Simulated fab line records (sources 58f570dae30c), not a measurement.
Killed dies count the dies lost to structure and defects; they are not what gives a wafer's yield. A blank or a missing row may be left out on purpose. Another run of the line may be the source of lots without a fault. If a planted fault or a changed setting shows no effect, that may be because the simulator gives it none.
Lot-split experiment / flow berkeley_cmos170 / 23 wafers read across 5 lots, on a route 331 steps long

ON THE SPLIT
At UCB170_CONTACT_CVD_01 (deposits PSG from SiH4/O2/PH3, target thk 700 nm, time 2820 s), the setting o2_flow_sccm was moved away from the recipe's 90 sccm on 20 of the 23 wafers read, by -14.4% to +11.1%. All remaining wafers had this setting at the recipe value.

Split to reading: the file shows no intervening step.

THE READING
CONTACT_PSG_THK in nanometres, read at UCB170_CONTACT_THK_MEAS_02. A value of 703 nm with a standard deviation of 6.2 nm is what fault-free wafers of this fab line usually give.

wafer=L076.1; tool, chamber at the split=-, -; o2_flow_sccm as run, sccm=77.07; against the recipe=-14.4%; CONTACT_PSG_THK, nm=657; against lot-mates on the recipe=no lot-mate on the recipe
wafer=L076.2; tool, chamber at the split=-, -; o2_flow_sccm as run, sccm=77.07; against the recipe=-14.4%; CONTACT_PSG_THK, nm=649; against lot-mates on the recipe=no lot-mate on the recipe
wafer=L076.3; tool, chamber at the split=-, -; o2_flow_sccm as run, sccm=77.07; against the recipe=-14.4%; CONTACT_PSG_THK, nm=655; against lot-mates on the recipe=no lot-mate on the recipe
wafer=L076.5; tool, chamber at the split=-, -; o2_flow_sccm as run, sccm=77.07; against the recipe=-14.4%; CONTACT_PSG_THK, nm=656; against lot-mates on the recipe=no lot-mate on the recipe
wafer=L076.6; tool, chamber at the split=-, -; o2_flow_sccm as run, sccm=77.07; against the recipe=-14.4%; CONTACT_PSG_THK, nm=653; against lot-mates on the recipe=no lot-mate on the recipe
wafer=L075.2; tool, chamber at the split=lpcvd-01, 0; o2_flow_sccm as run, sccm=90; against the recipe=recipe; CONTACT_PSG_THK, nm=702; against lot-mates on the recipe=-
wafer=L075.5; tool, chamber at the split=lpcvd-01, 0; o2_flow_sccm as run, sccm=90; against the recipe=recipe; CONTACT_PSG_THK, nm=704; against lot-mates on the recipe=-
wafer=L075.6; tool, chamber at the split=lpcvd-01, 0; o2_flow_sccm as run, sccm=90; against the recipe=recipe; CONTACT_PSG_THK, nm=706; against lot-mates on the recipe=-
wafer=L081.1; tool, chamber at the split=-, -; o2_flow_sccm as run, sccm=79.76; against the recipe=-11.4%; CONTACT_PSG_THK, nm=663; against lot-mates on the recipe=no lot-mate on the recipe
wafer=L081.3; tool, chamber at the split=-, -; o2_flow_sccm as run, sccm=79.76; against the recipe=-11.4%; CONTACT_PSG_THK, nm=657; against lot-mates on the recipe=no lot-mate on the recipe
wafer=L081.4; tool, chamber at the split=-, -; o2_flow_sccm as run, sccm=79.76; against the recipe=-11.4%; CONTACT_PSG_THK, nm=661; against lot-mates on the recipe=no lot-mate on the recipe
wafer=L081.5; tool, chamber at the split=-, -; o2_flow_sccm as run, sccm=79.76; against the recipe=-11.4%; CONTACT_PSG_THK, nm=661; against lot-mates on the recipe=no lot-mate on the recipe
wafer=L081.6; tool, chamber at the split=-, -; o2_flow_sccm as run, sccm=79.76; against the recipe=-11.4%; CONTACT_PSG_THK, nm=660; against lot-mates on the recipe=no lot-mate on the recipe
wafer=L084.2; tool, chamber at the split=-, -; o2_flow_sccm as run, sccm=100; against the recipe=+11.1%; CONTACT_PSG_THK, nm=759; against lot-mates on the recipe=no lot-mate on the recipe
wafer=L084.3; tool, chamber at the split=-, -; o2_flow_sccm as run, sccm=100; against the recipe=+11.1%; CONTACT_PSG_THK, nm=751; against lot-mates on the recipe=no lot-mate on the recipe
wafer=L084.4; tool, chamber at the split=-, -; o2_flow_sccm as run, sccm=100; against the recipe=+11.1%; CONTACT_PSG_THK, nm=756; against lot-mates on the recipe=no lot-mate on the recipe
wafer=L084.5; tool, chamber at the split=-, -; o2_flow_sccm as run, sccm=100; against the recipe=+11.1%; CONTACT_PSG_THK, nm=746; against lot-mates on the recipe=no lot-mate on the recipe
wafer=L084.6; tool, chamber at the split=-, -; o2_flow_sccm as run, sccm=100; against the recipe=+11.1%; CONTACT_PSG_THK, nm=753; against lot-mates on the recipe=no lot-mate on the recipe
wafer=L083.1; tool, chamber at the split=-, -; o2_flow_sccm as run, sccm=84.09; against the recipe=-6.6%; CONTACT_PSG_THK, nm=670; against lot-mates on the recipe=no lot-mate on the recipe
wafer=L083.2; tool, chamber at the split=-, -; o2_flow_sccm as run, sccm=84.09; against the recipe=-6.6%; CONTACT_PSG_THK, nm=670; against lot-mates on the recipe=no lot-mate on the recipe
wafer=L083.3; tool, chamber at the split=-, -; o2_flow_sccm as run, sccm=84.09; against the recipe=-6.6%; CONTACT_PSG_THK, nm=667; against lot-mates on the recipe=no lot-mate on the recipe
wafer=L083.4; tool, chamber at the split=-, -; o2_flow_sccm as run, sccm=84.09; against the recipe=-6.6%; CONTACT_PSG_THK, nm=667; against lot-mates on the recipe=no lot-mate on the recipe
wafer=L083.6; tool, chamber at the split=-, -; o2_flow_sccm as run, sccm=84.09; against the recipe=-6.6%; CONTACT_PSG_THK, nm=665; against lot-mates on the recipe=no lot-mate on the recipe

FIT RESULTS
A straight line over all 23 wafers: CONTACT_PSG_THK changes by +4.01 nm for each +1% of o2_flow_sccm; r = +0.98; the points scatter about the line by 7.1 nm.
Too few moved wafers have a lot-mate on the recipe to fit a line with each lot's own level taken away.

THE WHOLE CHAIN: every reading that the file lists as answering this split, in the file's order
step=UCB170_CONTACT_CVD_01; what it does=deposits PSG from SiH4/O2/PH3, target thk 700 nm, time 2820 s; reading=PSG_of_CONTACT_CVD_01.thk_nm (the simulator's own value, which no gauge read); change (the file's fit)=+4 nm for each +1% of the setting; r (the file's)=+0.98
step=UCB170_CONTACT_THK_MEAS_02; what it does=; reading=CONTACT_PSG_THK; change (the file's fit)=+4 for each +1% of the setting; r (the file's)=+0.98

FILE'S OWN FIT
CONTACT_PSG_THK changes by +4 nm for each +1% of o2_flow_sccm, r = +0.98.
